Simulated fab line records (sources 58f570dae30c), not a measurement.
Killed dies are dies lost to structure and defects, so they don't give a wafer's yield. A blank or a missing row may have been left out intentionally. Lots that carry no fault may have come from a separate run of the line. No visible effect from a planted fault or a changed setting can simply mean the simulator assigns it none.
fab line records	flow berkeley_cmos170
record lots=14	wafers=42	last_day=14
route steps=331 shown NSD@194 M1@240 V2@292
lots that met no fault: taken from a fault-free run of the same line
start_h: hours from the record's opening day to when the first of the lot's shown wafers began	wait_h: how many hours have passed since the lot's step before this one	" repeats the value in the row above	L1.1+2: one row covering several wafers at once	- either no value or no given start	* or withheld: withheld	< > ~ a bound
route shown NAME@n: NAME is a module with steps in the file, n the number in the route of the first one	usual: the fault-free wafers' mean and standard deviation	same: alike in all rows	chamber/n: place in a boat	sites: readings site by site	_std_site: the values' standard deviation	_edge_site: mean of outer sites minus mean of inner sites	radius_mm: for every site, how far away it sits from the centre of the wafer	mask NAME#n: copy n	behind: the most recent tool/chamber to have shaped the wafer	hold: why the lot was held/for how many hours/how that ended	device: names the non-switching transistor (n, p or np)	end of line: tests of these same wafers at the route's end	a step given without rows: its recipe and nothing more	killed: count of dies lost to structure and defects at first sort (not the wafer's yield)	map: per-die view of a wafer (x killed, . not killed, _ where there is no die)
set.NAME: the setting the step ran with; set.NAME@STEP: the setting that earlier step ran with	model.NAME: the simulator's own value behind a step, which no gauge read
one table for each step of the route and one row for each wafer, over a sample of lots
services: a tool's chamber out of use, with start hour (start_h, from the record's first day; less than 0 if before it), hours out, and reason
## steps
# step UCB170_NSD_OVL_MEAS_07
# usual NSD_OVL=2/4.5
lot.wafer	tool	chamber	start_h	wait_h	NSD_OVL[nm]
L931.1	overlay-02	-	158.02	0.1	3
L931.2	"	-	"	"	4
L931.6	"	-	"	"	-2
L932.3	overlay-01	-	158.21	0.1	1
L932.4	"	-	"	"	0
L932.5	"	-	"	"	1
L933.3	overlay-01	-	175.90	0.1	-3
L933.5	"	-	"	"	4
L933.6	"	-	"	"	9
L936.1	overlay-02	-	183.97	0.1	6
L936.3	"	-	"	"	2
L936.6	"	-	"	"	0
L934.1	overlay-01	-	184.09	0.1	2
L934.2	"	-	"	"	3
L934.3	"	-	"	"	6
L935.1	overlay-01	-	184.33	0.1	-1
L935.3	"	-	"	"	6
L935.4	"	-	"	"	2
L939.1	overlay-01	-	199.87	0.1	-1
L939.4	"	-	"	"	2
L939.6	"	-	"	"	-1
L938.2	overlay-02	-	200.15	0.1	7
L938.5	"	-	"	"	-2
L938.6	"	-	"	"	-10
L948.2	overlay-01	-	244.89	0.1	7
L948.4	"	-	"	"	2
L948.6	"	-	"	"	6
L949.2	overlay-01	-	274.71	0.1	3
L949.4	"	-	"	"	5
L949.6	"	-	"	"	2
L950.1	overlay-01	-	275.07	0.1	-3
L950.2	"	-	"	"	-4
L950.6	"	-	"	"	-5
L952.1	overlay-01	-	283.93	0.1	-4
L952.3	"	-	"	"	-3
L952.5	"	-	"	"	0
L953.1	overlay-01	-	292.69	0.1	-3
L953.3	"	-	"	"	-4
L953.4	"	-	"	"	-7
L954.2	overlay-01	-	293.25	0.1	4
L954.4	"	-	"	"	-2
L954.6	"	-	"	"	8
# step UCB170_NSD_IMPLANT_08
# recipe species=P	dose_cm2=2.942e+15	energy_kev=40	tilt_deg=7
# usual beam_energy_keV=40.002/0.013
lot.wafer	tool	chamber	start_h	wait_h	beam_energy_keV
L931.1	implanter-04	0	158.05	0.0	40.000
L931.2	"	0	"	"	40.015
L931.6	"	0	"	"	40.005
L932.3	implanter-01	0	158.28	0.1	40.002
L932.4	"	0	"	"	40.002
L932.5	"	0	"	"	39.997
L933.3	implanter-04	0	175.98	0.1	40.014
L933.5	"	0	"	"	40.007
L933.6	"	0	"	"	40.001
L936.1	implanter-01	0	184.01	0.0	40.014
L936.3	"	0	"	"	40.023
L936.6	"	0	"	"	40.006
L934.1	implanter-04	0	184.13	0.0	40.016
L934.2	"	0	"	"	39.996
L934.3	"	0	"	"	40.013
L935.1	implanter-01	0	184.37	0.0	40.002
L935.3	"	0	"	"	40.024
L935.4	"	0	"	"	40.006
L939.1	implanter-04	0	199.90	0.0	40.011
L939.4	"	0	"	"	40.030
L939.6	"	0	"	"	40.009
L938.2	implanter-01	0	200.20	0.0	39.996
L938.5	"	0	"	"	39.981
L938.6	"	0	"	"	39.984
L948.2	implanter-04	0	244.94	0.0	45.186
L948.4	"	0	"	"	45.189
L948.6	"	0	"	"	45.199
L949.2	implanter-04	0	274.77	0.0	45.214
L949.4	"	0	"	"	45.196
L949.6	"	0	"	"	45.182
L950.1	implanter-02	0	275.11	0.0	40.008
L950.2	"	0	"	"	40.010
L950.6	"	0	"	"	39.994
L952.1	implanter-02	0	283.97	0.0	39.991
L952.3	"	0	"	"	40.009
L952.5	"	0	"	"	40.009
L953.1	implanter-02	0	292.73	0.0	40.012
L953.3	"	0	"	"	39.988
L953.4	"	0	"	"	40.026
L954.2	implanter-01	0	293.31	0.0	40.025
L954.4	"	0	"	"	39.990
L954.6	"	0	"	"	39.996
# step UCB170_NSD_STRIP_09
# recipe chemistry=O2	power_w=400	pressure_mtorr=3500	platen_temp_c=withheld	o2_flow_sccm=400	overash_fraction=0.5
# usual drypump_motor_current_A=6.0/0.55	oes_product_au=0.536/0.0051	strip_time_to_endpoint_s=35.64/0.066
lot.wafer	tool	chamber	start_h	wait_h	drypump_motor_current_A	oes_product_au	rf_hours_counter_h	strip_time_to_endpoint_s
L931.1	plasma_asher-02	1	158.20	0.1	6.5	0.535	44	35.66
L931.2	"	0	"	"	5.8	0.538	44	35.74
L931.6	"	0	"	"	5.8	0.536	-	35.67
L932.3	plasma_asher-04	1	158.41	0.1	6.1	0.541	-	35.65
L932.4	"	0	"	"	6.5	0.531	-	35.62
L932.5	"	0	"	"	6.5	0.531	-	35.58
L933.3	plasma_asher-02	0	176.11	0.1	5.8	0.539	-	35.68
L933.5	"	0	"	"	5.8	0.538	-	35.73
L933.6	"	1	"	"	6.5	0.535	-	35.74
L936.1	plasma_asher-02	0	184.16	0.1	5.7	0.532	47	35.53
L936.3	"	0	"	"	5.7	0.543	-	35.57
L936.6	"	1	"	"	6.5	0.533	-	35.49
L934.1	plasma_asher-03	0	184.28	0.1	6.0	0.525	43	35.77
L934.2	"	1	"	"	4.8	0.540	43	35.78
L934.3	"	1	"	"	4.8	0.531	-	35.71
L935.1	plasma_asher-02	0	184.52	0.1	5.7	0.543	47	35.72
L935.3	"	1	"	"	6.5	0.540	-	35.68
L935.4	"	0	"	"	5.8	0.534	-	35.70
L939.1	plasma_asher-03	0	200.05	0.1	6.0	0.533	45	35.62
L939.4	"	0	"	"	6.0	0.535	-	35.64
L939.6	"	0	"	"	6.0	0.530	-	35.70
L938.2	plasma_asher-02	1	200.33	0.1	6.5	0.541	49	35.69
L938.5	"	1	"	"	6.5	0.536	-	35.77
L938.6	"	0	"	"	5.8	0.537	-	35.72
L948.2	plasma_asher-02	0	245.07	0.1	5.8	0.522	54	37.46
L948.4	"	1	"	"	6.6	0.530	-	37.51
L948.6	"	1	"	"	6.5	0.523	-	37.43
L949.2	plasma_asher-04	1	274.89	0.1	6.1	0.522	11	37.52
L949.4	"	0	"	"	6.5	0.526	-	37.50
L949.6	"	1	"	"	6.1	0.519	-	37.42
L950.1	plasma_asher-02	0	275.26	0.1	5.8	0.528	56	35.58
L950.2	"	1	"	"	6.6	0.539	56	35.60
L950.6	"	1	"	"	6.5	0.538	-	35.59
L952.1	plasma_asher-03	1	284.12	0.1	4.8	0.533	54	35.54
L952.3	"	0	"	"	6.0	0.536	-	35.55
L952.5	"	0	"	"	6.0	0.532	-	35.57
L953.1	plasma_asher-02	1	292.88	0.1	6.5	0.532	58	35.63
L953.3	"	1	"	"	6.5	0.541	-	35.61
L953.4	"	0	"	"	5.8	0.537	-	35.62
L954.2	plasma_asher-02	0	293.43	0.1	5.8	0.535	58	35.69
L954.4	"	1	"	"	6.5	0.538	-	35.65
L954.6	"	0	"	"	5.8	0.539	-	35.64
# step UCB170_NSD_TW_MEAS_10
# usual NSD_TW=4173/40
lot.wafer	tool	chamber	start_h	wait_h	NSD_TW
L931.1	film_metro-03	-	158.30	0.1	4207
L931.2	"	-	"	"	4218
L931.6	"	-	"	"	4212
L932.3	film_metro-02	-	158.50	0.1	4167
L932.4	"	-	"	"	4170
L932.5	"	-	"	"	4167
L933.3	film_metro-04	-	176.20	0.1	4125
L933.5	"	-	"	"	4129
L933.6	"	-	"	"	4109
L936.1	film_metro-02	-	184.26	0.1	4184
L936.3	"	-	"	"	4151
L936.6	"	-	"	"	4177
L934.1	film_metro-04	-	184.38	0.1	4119
L934.2	"	-	"	"	4124
L934.3	"	-	"	"	4126
L935.1	film_metro-03	-	184.62	0.1	4195
L935.3	"	-	"	"	4186
L935.4	"	-	"	"	4219
L939.1	film_metro-03	-	200.15	0.1	4234
L939.4	"	-	"	"	4241
L939.6	"	-	"	"	4220
L938.2	film_metro-04	-	200.44	0.1	4111
L938.5	"	-	"	"	4098
L938.6	"	-	"	"	4121
L948.2	film_metro-04	-	245.18	0.1	4245
L948.4	"	-	"	"	4228
L948.6	"	-	"	"	4257
L949.2	film_metro-02	-	275.00	0.1	4325
L949.4	"	-	"	"	4333
L949.6	"	-	"	"	4321
L950.1	film_metro-03	-	275.36	0.1	4208
L950.2	"	-	"	"	4227
L950.6	"	-	"	"	4220
L952.1	film_metro-04	-	284.22	0.1	4160
L952.3	"	-	"	"	4138
L952.5	"	-	"	"	4156
L953.1	film_metro-03	-	292.98	0.1	4250
L953.3	"	-	"	"	4225
L953.4	"	-	"	"	4234
L954.2	film_metro-04	-	293.54	0.1	4156
L954.4	"	-	"	"	4173
L954.6	"	-	"	"	4170
# step UCB170_SDANNEAL_RS_MEAS_03
# recipe thk_meas_gauge=four-point-probe
# usual NSD_RS=37.66/0.093
lot.wafer	tool	chamber	start_h	wait_h	NSD_RS[ohm/sq]
L931.1	film_metro-03	-	161.91	0.1	37.63
L931.2	"	-	"	"	37.51
L931.6	"	-	"	"	37.66
L932.3	film_metro-02	-	163.98	2.1	37.63
L932.4	"	-	"	"	37.66
L932.5	"	-	"	"	37.78
L933.3	film_metro-03	-	177.66	0.1	37.57
L933.5	"	-	"	"	37.48
L933.6	"	-	"	"	37.45
L936.1	film_metro-04	-	185.46	0.1	37.70
L936.3	"	-	"	"	37.78
L936.6	"	-	"	"	37.80
L934.1	film_metro-02	-	185.67	0.1	37.63
L934.2	"	-	"	"	37.62
L934.3	"	-	"	"	37.60
L935.1	film_metro-03	-	185.82	0.1	37.58
L935.3	"	-	"	"	37.48
L935.4	"	-	"	"	37.64
L939.1	film_metro-02	-	201.87	0.1	37.67
L939.4	"	-	"	"	37.57
L939.6	"	-	"	"	37.68
L938.2	film_metro-04	-	202.24	0.1	37.78
L938.5	"	-	"	"	37.78
L938.6	"	-	"	"	37.75
L948.2	film_metro-03	-	246.57	0.1	36.25
L948.4	"	-	"	"	36.18
L948.6	"	-	"	"	36.28
L950.1	film_metro-03	-	278.69	0.1	37.53
L950.2	"	-	"	"	37.62
L950.6	"	-	"	"	37.66
L949.2	film_metro-04	-	278.71	0.1	36.42
L949.4	"	-	"	"	36.41
L949.6	"	-	"	"	36.52
L952.1	film_metro-04	-	290.68	0.1	37.76
L952.3	"	-	"	"	37.69
L952.5	"	-	"	"	37.76
L954.2	film_metro-03	-	298.40	0.1	37.53
L954.4	"	-	"	"	37.48
L954.6	"	-	"	"	37.51
L953.1	film_metro-02	-	298.86	0.1	37.70
L953.3	"	-	"	"	37.68
L953.4	"	-	"	"	37.67
# step UCB170_M1_THK_MEAS_02
# recipe thk_meas_gauge=xrf	reads=Al_of_M1_SPUTTER_00
# usual M1_AL_THK=596/6.6
lot.wafer	tool	chamber	start_h	wait_h	M1_AL_THK[nm]
L931.1	film_metro-04	-	168.21	0.1	598
L931.2	"	-	"	"	593
L931.6	"	-	"	"	598
L932.3	film_metro-03	-	172.48	0.1	592
L932.4	"	-	"	"	588
L932.5	"	-	"	"	593
L933.3	film_metro-03	-	183.28	0.1	601
L933.5	"	-	"	"	598
L933.6	"	-	"	"	595
L936.1	film_metro-02	-	190.79	0.1	596
L936.3	"	-	"	"	592
L936.6	"	-	"	"	593
L934.1	film_metro-04	-	191.10	0.1	591
L934.2	"	-	"	"	593
L934.3	"	-	"	"	591
L935.1	film_metro-03	-	192.71	0.1	596
L935.3	"	-	"	"	584
L935.4	"	-	"	"	590
L939.1	film_metro-02	-	207.29	0.1	602
L939.4	"	-	"	"	607
L939.6	"	-	"	"	608
L938.2	film_metro-03	-	210.66	0.1	585
L938.5	"	-	"	"	586
L938.6	"	-	"	"	587
L948.2	film_metro-02	-	251.87	0.1	608
L948.4	"	-	"	"	605
L948.6	"	-	"	"	603
L950.1	film_metro-02	-	290.44	0.1	590
L950.2	"	-	"	"	602
L950.6	"	-	"	"	606
L949.2	film_metro-03	-	290.45	0.1	591
L949.4	"	-	"	"	589
L949.6	"	-	"	"	592
L952.1	film_metro-04	-	300.79	0.1	587
L952.3	"	-	"	"	589
L952.5	"	-	"	"	593
L954.2	film_metro-04	-	305.88	0.1	604
L954.4	"	-	"	"	601
L954.6	"	-	"	"	604
L953.1	film_metro-02	-	307.01	0.1	601
L953.3	"	-	"	"	602
L953.4	"	-	"	"	595
# step UCB170_V2_CVD_00
# recipe material=SiO2	target_thk_nm=2000	temp_c=390	precursor=TEOS/O2	time_s=250	rf_w=533	pressure_mtorr=9000
# usual heater_power_w=260/50
lot.wafer	tool	chamber	start_h	wait_h	heater_power_w
L931.1	pecvd-04	1	176.95	0.1	259
L931.2	"	2	"	"	276
L931.6	"	0	"	"	174
L932.3	pecvd-02	1	182.04	0.1	268
L932.4	"	2	"	"	234
L932.5	"	0	"	"	223
L933.3	pecvd-01	0	191.42	0.1	261
L933.5	"	2	"	"	201
L933.6	"	0	"	"	319
L936.1	pecvd-04	1	200.86	0.1	276
L936.3	"	0	"	"	193
L936.6	"	0	"	"	247
L934.1	pecvd-02	1	201.23	0.1	238
L934.2	"	2	"	"	269
L934.3	"	0	"	"	249
L935.1	pecvd-01	1	203.31	0.1	325
L935.3	"	0	"	"	281
L935.4	"	2	"	"	278
L939.1	pecvd-01	0	216.66	0.1	258
L939.4	"	1	"	"	288
L939.6	"	2	"	"	198
L938.2	pecvd-02	2	219.11	0.1	293
L938.5	"	1	"	"	251
L938.6	"	0	"	"	294
L948.2	pecvd-02	2	264.18	0.1	320
L948.4	"	2	"	"	228
L948.6	"	1	"	"	181
L949.2	pecvd-04	1	300.68	0.1	305
L949.4	"	1	"	"	216
L949.6	"	0	"	"	177
L950.1	pecvd-01	1	304.36	0.1	395
L950.2	"	2	"	"	234
L950.6	"	0	"	"	222
L952.1	pecvd-02	0	313.68	0.1	285
L952.3	"	2	"	"	326
L952.5	"	0	"	"	225
L954.2	pecvd-04	1	318.71	0.1	309
L954.4	"	1	"	"	218
L954.6	"	2	"	"	221
L953.1	pecvd-01	1	318.98	0.1	347
L953.3	"	0	"	"	316
L953.4	"	0	"	"	216
## services
tool	chamber	start_h	hours	kind
pecvd-02	-	135.50	14.0	pm
pecvd-02	0	135.50	14.0	vent_cycle
pecvd-02	1	135.50	14.0	vent_cycle
plasma_asher-03	-	141.84	2.1	repair
pecvd-02	-	144.49	1.6	repair
plasma_asher-03	-	157.27	2.8	pm
pecvd-04	0	159.52	1.8	repair
pecvd-04	-	159.84	0.9	repair
plasma_asher-04	-	175.63	13.4	pm
implanter-01	-	175.78	3.6	pm
implanter-04	-	188.03	2.4	repair
plasma_asher-04	-	191.73	26.1	repair
implanter-01	-	201.03	4.1	repair
implanter-02	-	203.66	5.6	pm
pecvd-01	1	217.07	4.0	repair
implanter-04	-	227.20	5.6	pm
plasma_asher-02	-	237.30	2.8	pm
pecvd-02	-	241.27	2.8	pm
plasma_asher-02	-	267.12	2.2	repair
pecvd-01	1	277.60	3.0	repair
plasma_asher-03	-	298.96	1.4	repair
pecvd-01	-	303.28	0.3	repair
plasma_asher-03	-	317.43	7.4	repair
plasma_asher-03	-	317.69	3.4	repair
## key
first_sign step=UCB170_NSD_IMPLANT_08	reading=beam_energy_keV	direction=up	sigmas=99+	usual=40.002	struck=45.194
effect step=UCB170_NSD_STRIP_09	reading=strip_time_to_endpoint_s	direction=up	sigmas=28	usual=*	struck=*
effect step=UCB170_NSD_TW_MEAS_10	reading=NSD_TW	direction=up	sigmas=2.8	usual=4173	struck=4285
effect step=UCB170_SDANNEAL_RS_MEAS_03	reading=NSD_RS	direction=down	sigmas=14	usual=37.66	struck=36.34
met_at UCB170_NSD_IMPLANT_08
struck_lots L948,L949
tester_left_out L948,L949
not_acting_at UCB170_NSD_OVL_MEAS_07,UCB170_M1_THK_MEAS_02,UCB170_V2_CVD_00
onset_between 199.90 244.94
fault kind=process_parameter_drift	tool=implanter-04	chamber=-	onset_h=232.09	steps=UCB170_NSD_IMPLANT_08	channel=energy_kev	offset=5.2	shape=step	end_h=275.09	acts_in=these_recipes_only	stated=40
# tester_left_out: of these lots the tester's yield and bins aren't shown, on N5 and GAA mostly nor the transistor test; their killed dies are dies lost to structure and defects alone, not to doping, threshold or leakage, so they don't give the yield
